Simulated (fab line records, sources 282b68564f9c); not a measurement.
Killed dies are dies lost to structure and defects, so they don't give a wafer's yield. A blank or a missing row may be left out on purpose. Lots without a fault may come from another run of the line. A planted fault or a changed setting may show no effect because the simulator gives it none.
A struck lot beside a sound one | flow rit_cmos | 44 steps out of a route of 202
Sound: wafers L248.2, L248.3, L248.4. Struck: wafers L260.2, L260.3, L260.6. The cause comes at the end.
At each step with rows: each side's tool, then ch and its chambers, then its first start. Under that, the readings that differ: sound wafers | struck wafers | difference of the means | sigmas: that difference in standard deviations of wafers without a fault.
alike: readings whose means differ by less than 2 such deviations, and words and numbers that are the same on both sides. not compared: withheld readings, readings that some wafer has no value for, bounds like >300 that may hide the same value, and numbers for which the record gives no deviation and whose values overlap.
The two part at a step that has a row with sigmas, a row that says differs or no value, or rows on one side only. Numbers that don't overlap but have no deviation are shown without sigmas and don't part them. A reading that every wafer of one side lacks parts them only if that side has two wafers or more.

first, 3 steps without rows for these wafers: RIT_REOX_CLEAN_01 (cleans in dHF, time 30 s); RIT_REOX_CLEAN_02 (cleans in SC2, time 600 s); RIT_REOX_OXIDATION_03 (target thk 25.2 nm, ox time 5580 s).
RIT_REOX_THK_MEAS_04:
  sound on film_metro-04, day 4 19:46; struck on film_metro-02, day 7 07:06
  alike: REOX_OXIDE_THK
then, 6 steps without rows for these wafers: RIT_NLDD_HMDS_00 (prime time 60 s); RIT_NLDD_COAT_01 (resist thk 1000 nm); RIT_NLDD_SOFTBAKE_02 (time 60 s); RIT_NLDD_EXPOSE_03 (exposes mask M7, target cd 40700 nm); RIT_NLDD_PEB_04; RIT_NLDD_DEVELOP_05 (develop time 50 s).
RIT_NLDD_OVL_MEAS_06:
  sound on overlay-02, day 4 20:41; struck on overlay-02, day 7 08:14
  alike: NLDD_OVL
then, 1 step without rows for these wafers: RIT_NLDD_HARDBAKE_07 (time 60 s).
RIT_NLDD_IMPLANT_08:
  sound on implanter-04 ch 0, day 4 20:53; struck on implanter-02 ch 0, day 7 08:26
  reading            | sound                        | struck                     | difference | sigmas
  dose_ions_cm2      | 4.99e+14 4.988e+14 4.991e+14 | 4.506e+14 4.5e+14 4.51e+14 | -4.843e+13 | -86
  faraday_current_uA | 1533 1547 1547               | 1409 1401 1424             | -131       | -5
  alike: end_station_pressure_torr
RIT_NLDD_STRIP_09: strips in O2, time 180 s.
  sound on plasma_asher-01 ch 0,1, day 4 21:01; struck on plasma_asher-01 ch 0, day 7 08:34
  alike: drypump_motor_current_A
  not compared: rf_hours_counter_h
RIT_NLDD_TW_MEAS_10:
  sound on film_metro-01, day 4 21:11; struck on film_metro-04, day 7 08:45
  reading | sound          | struck         | difference | sigmas
  NLDD_TW | 2508 2509 2496 | 2398 2392 2401 | -107       | -4
then, 6 steps without rows for these wafers: RIT_PLDD_HMDS_00 (prime time 60 s); RIT_PLDD_COAT_01 (resist thk 1000 nm); RIT_PLDD_SOFTBAKE_02 (time 60 s); RIT_PLDD_EXPOSE_03 (exposes mask M8, target cd 40900 nm); RIT_PLDD_PEB_04; RIT_PLDD_DEVELOP_05 (develop time 50 s).
RIT_PLDD_OVL_MEAS_06:
  sound on overlay-01, day 4 22:13; struck on overlay-02, day 7 09:47
  alike: PLDD_OVL
then, 2 steps without rows for these wafers: RIT_PLDD_HARDBAKE_07 (time 60 s); RIT_PLDD_IMPLANT_08.
RIT_PLDD_STRIP_09: strips in O2, time 180 s.
  sound on plasma_asher-04 ch 0,1, day 4 22:38; struck on plasma_asher-01 ch 0, day 7 10:07
  alike: drypump_motor_current_A
  not compared: rf_hours_counter_h
RIT_PLDD_TW_MEAS_10:
  sound on film_metro-01, day 4 22:52; struck on film_metro-01, day 7 10:18
  alike: PLDD_TW
then, 4 steps without rows for these wafers: RIT_SPACER_CLEAN_00 (cleans in SC1, time 600 s); RIT_SPACER_CLEAN_01 (cleans in dHF, time 30 s); RIT_SPACER_CLEAN_02 (cleans in SC2, time 600 s); RIT_SPACER_CVD_03 (deposits Si3N4 from SiH2Cl2/NH3, target thk 250 nm, time 3300 s).
RIT_SPACER_THK_MEAS_04:
  sound on film_metro-04, day 5 01:14; struck on film_metro-02, day 7 12:38
  alike: SPACER_NITRIDE_THK
RIT_SPACER_ETCHBACK_05: etches Si3N4 in SF6/CHF3, stops on SiO2, target depth 250 nm, time 240 s.
  sound on rie_diel-02 ch 0,1,3, day 5 01:17; struck on rie_diel-02 ch 0,2, day 7 12:41
  alike: drypump_motor_current_A, oes_product_au, throttle_valve_pct
  not compared: rf_hours_counter_h
then, 6 steps without rows for these wafers: RIT_NSD_HMDS_00 (prime time 60 s); RIT_NSD_COAT_01 (resist thk 1000 nm); RIT_NSD_SOFTBAKE_02 (time 60 s); RIT_NSD_EXPOSE_03 (exposes mask M9, target cd 40700 nm); RIT_NSD_PEB_04; RIT_NSD_DEVELOP_05 (develop time 50 s).
RIT_NSD_OVL_MEAS_06:
  sound on overlay-01, day 5 02:17; struck on overlay-02, day 7 13:49
  alike: NSD_OVL
then, 2 steps without rows for these wafers: RIT_NSD_HARDBAKE_07 (time 60 s); RIT_NSD_IMPLANT_08.
RIT_NSD_STRIP_09: strips in O2, time 180 s.
  sound on plasma_asher-02 ch 0,1, day 5 02:37; struck on plasma_asher-01 ch 0,1, day 7 14:09
  alike: drypump_motor_current_A
  not compared: rf_hours_counter_h
RIT_SDANNEAL_RS_MEAS_07: measures by four-point-probe.
  sound on film_metro-01, day 5 05:05; struck on film_metro-04, day 7 16:48
  reading          | sound             | struck            | difference | sigmas
  NLDD_RS (ohm/sq) | 151.8 151.9 151.5 | 164.5 164.8 164.6 | +12.9      | +30
RIT_M1_PROBE_99:
  sound on prober-01, day 5 12:35; struck on prober-01, day 8 01:13
  reading                               | sound                | struck               | difference | sigmas
  model.etest.nldd.rs_ohm_sq            | 398.3 385.7 395.6    | 408.6 402.2 401.4    | +10.9      |
  model.etest.nmos_turned.drive_ua_um   | 306.3 322.8 306.2    | 292.9 305.1 302.4    | -11.6      |
  model.etest.nmos_turned.overlap_ff_um | 0.3605 0.3664 0.3612 | 0.3543 0.3604 0.3601 | -0.0044    |
  model.etest.nmos_0p15.overlap_ff_um   | 0.2366 0.2411 0.2362 | 0.2299 0.2341 0.2345 | -0.0051    |
  alike: killed_at_contacts, killed_at_front_end, killed_dies, killed_open, killed_short
  not compared: model.etest.nmos_0p15.r_on_ohm_um, model.etest.nldd.line_ohm_um

WHERE THEY PART
First at RIT_NLDD_IMPLANT_08; last, within this record, at RIT_SDANNEAL_RS_MEAS_07. Later steps at which nothing parts them and some readings are alike: RIT_M1_PROBE_99.

WHY: what the simulator had put in
Process parameter drift: implanter-02, from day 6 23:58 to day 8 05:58, at RIT_NLDD_IMPLANT_08. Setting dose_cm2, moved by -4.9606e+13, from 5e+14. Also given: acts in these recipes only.
